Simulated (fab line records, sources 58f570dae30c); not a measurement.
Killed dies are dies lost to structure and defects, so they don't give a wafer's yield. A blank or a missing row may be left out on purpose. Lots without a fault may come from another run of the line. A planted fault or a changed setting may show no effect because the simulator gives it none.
Split-lot experiment | flow berkeley_cmos170 | 5 lots, 23 wafers read, on a route of 331 steps

THE SPLIT
At UCB170_CONTACT_COAT_10 (resist thk 900 nm), the setting resist_thk_nm was moved away from the recipe's 900 nm on 10 of the 23 wafers read, by -4.8% to +2.3%. The other wafers ran this setting at the recipe's value.

FROM THE SPLIT TO THE READING: what the file shows between them, 5 steps
- UCB170_CONTACT_EXPOSE_12: exposes mask CONT, target cd 700 nm (also split here: dose_mj)
- UCB170_CONTACT_PEB_13
- UCB170_CONTACT_DEVELOP_14: develop time 45 s
- UCB170_CONTACT_CD_MEAS_15: target cd 700 nm
- UCB170_CONTACT_ETCH_17: etches BARC in N2/H2

THE READING
KrF_of_CONTACT_COAT_10.thk_nm (the simulator's own value, which no gauge read), in nm, at UCB170_CONTACT_ETCH_18 (etches PSG in CHF3/CF4/Ar, stops on TiSi2, target depth 840 nm, time 195 s). The file gives no usual value for it. The 13 wafers here that ran the recipe average 692.6 nm, standard deviation 2.1 nm.

wafer  | tool, chamber at the split | resist_thk_nm as run, nm | against the recipe | KrF_of_CONTACT_COAT_10.thk_nm, nm | against lot-mates on the recipe
L077.1 | litho_track-03, 0          | 900                      | recipe             | 691.8                             | -
L077.2 | litho_track-03, 0          | 915.5                    | +1.7%              | 707.5                             | +16.0
L077.3 | litho_track-03, 0          | 900                      | recipe             | 691.2                             | -
L077.4 | litho_track-03, 0          | 915.5                    | +1.7%              | 707.4                             | +15.9
L077.6 | litho_track-03, 0          | 915.5                    | +1.7%              | 708                               | +16.5
L076.2 | litho_track-01, 0          | 900                      | recipe             | 691                               | -
L076.3 | litho_track-01, 0          | 921.1                    | +2.3%              | 714.2                             | +21.6
L076.4 | litho_track-01, 0          | 900                      | recipe             | 694.2                             | -
L076.5 | litho_track-01, 0          | 921.1                    | +2.3%              | 714.6                             | +22.0
L076.6 | litho_track-01, 0          | 921.1                    | +2.3%              | 710.8                             | +18.2
L080.3 | litho_track-02, 0          | 900                      | recipe             | 696.3                             | -
L080.4 | litho_track-02, 0          | 900                      | recipe             | 693.5                             | -
L080.5 | litho_track-02, 0          | 900                      | recipe             | 696.1                             | -
L079.1 | litho_track-02, 0          | 856.5                    | -4.8%              | 647.9                             | -42.5
L079.3 | litho_track-02, 0          | 900                      | recipe             | 689.3                             | -
L079.4 | litho_track-02, 0          | 900                      | recipe             | 690.4                             | -
L079.5 | litho_track-02, 0          | 900                      | recipe             | 691.5                             | -
L079.6 | litho_track-02, 0          | 856.5                    | -4.8%              | 649.6                             | -40.8
L085.1 | litho_track-03, 0          | 900                      | recipe             | 695                               | -
L085.2 | litho_track-03, 0          | 873.2                    | -3.0%              | 669.8                             | -23.0
L085.4 | litho_track-03, 0          | 900                      | recipe             | 691.8                             | -
L085.5 | litho_track-03, 0          | 900                      | recipe             | 691.5                             | -
L085.6 | litho_track-03, 0          | 873.2                    | -3.0%              | 668.5                             | -24.3

THE FIT
A straight line over all 23 wafers: KrF_of_CONTACT_COAT_10.thk_nm changes by +8.75 nm for each +1% of resist_thk_nm; r = +0.99; the points scatter about the line by 2.1 nm.
The same after taking each lot's own level away (the mean of its wafers on the recipe; 23 wafers): +8.6 nm for each +1%; r = +1.00; scatter 1.4 nm.
On that fit, the largest move of resist_thk_nm shifts the reading by 42 nm.
The lots' own levels span 690.40 to 695.30 nm, that is 2.3 times the standard deviation above.
So the lot-to-lot level changes the slope little: the two slopes agree.
Check: with one of the wafers moved furthest among these (-4.8%) left out of the fit, the line predicts -40.6 nm for it against its lot-mates. It came out at -42.5 nm against them.

OTHER SPLITS ON THESE WAFERS
These wafers also went through other splits before the reading. Each is held against what the fit with the lots' levels taken away leaves over:
other split on the same wafers     | wafers away from the commonest value | r with KrF_of_CONTACT_COAT_10.thk_nm (lot level and that fit taken away)
UCB170_NSD_PEB_04 peb_temp_c       | 6                                    | +0.00
UCB170_SILICIDE_SPUTTER_01 power_w | 6                                    | -0.07
UCB170_CONTACT_EXPOSE_12 dose_mj   | 8                                    | +0.22

THE WHOLE CHAIN: every reading that the file lists as answering this split, in the file's order
step                   | what it does                                                               | reading                                                                        | change (the file's fit)              | r (the file's)
UCB170_CONTACT_COAT_10 | resist thk 900 nm                                                          | KrF_of_CONTACT_COAT_10.thk_nm (the simulator's own value, which no gauge read) | +8.76 nm for each +1% of the setting | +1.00
UCB170_CONTACT_ETCH_18 | etches PSG in CHF3/CF4/Ar, stops on TiSi2, target depth 840 nm, time 195 s | KrF_of_CONTACT_COAT_10.thk_nm (the simulator's own value, which no gauge read) | +8.55 nm for each +1% of the setting | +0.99

THE FILE'S OWN FIT
KrF_of_CONTACT_COAT_10.thk_nm changes by +8.55 nm for each +1% of resist_thk_nm, r = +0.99.
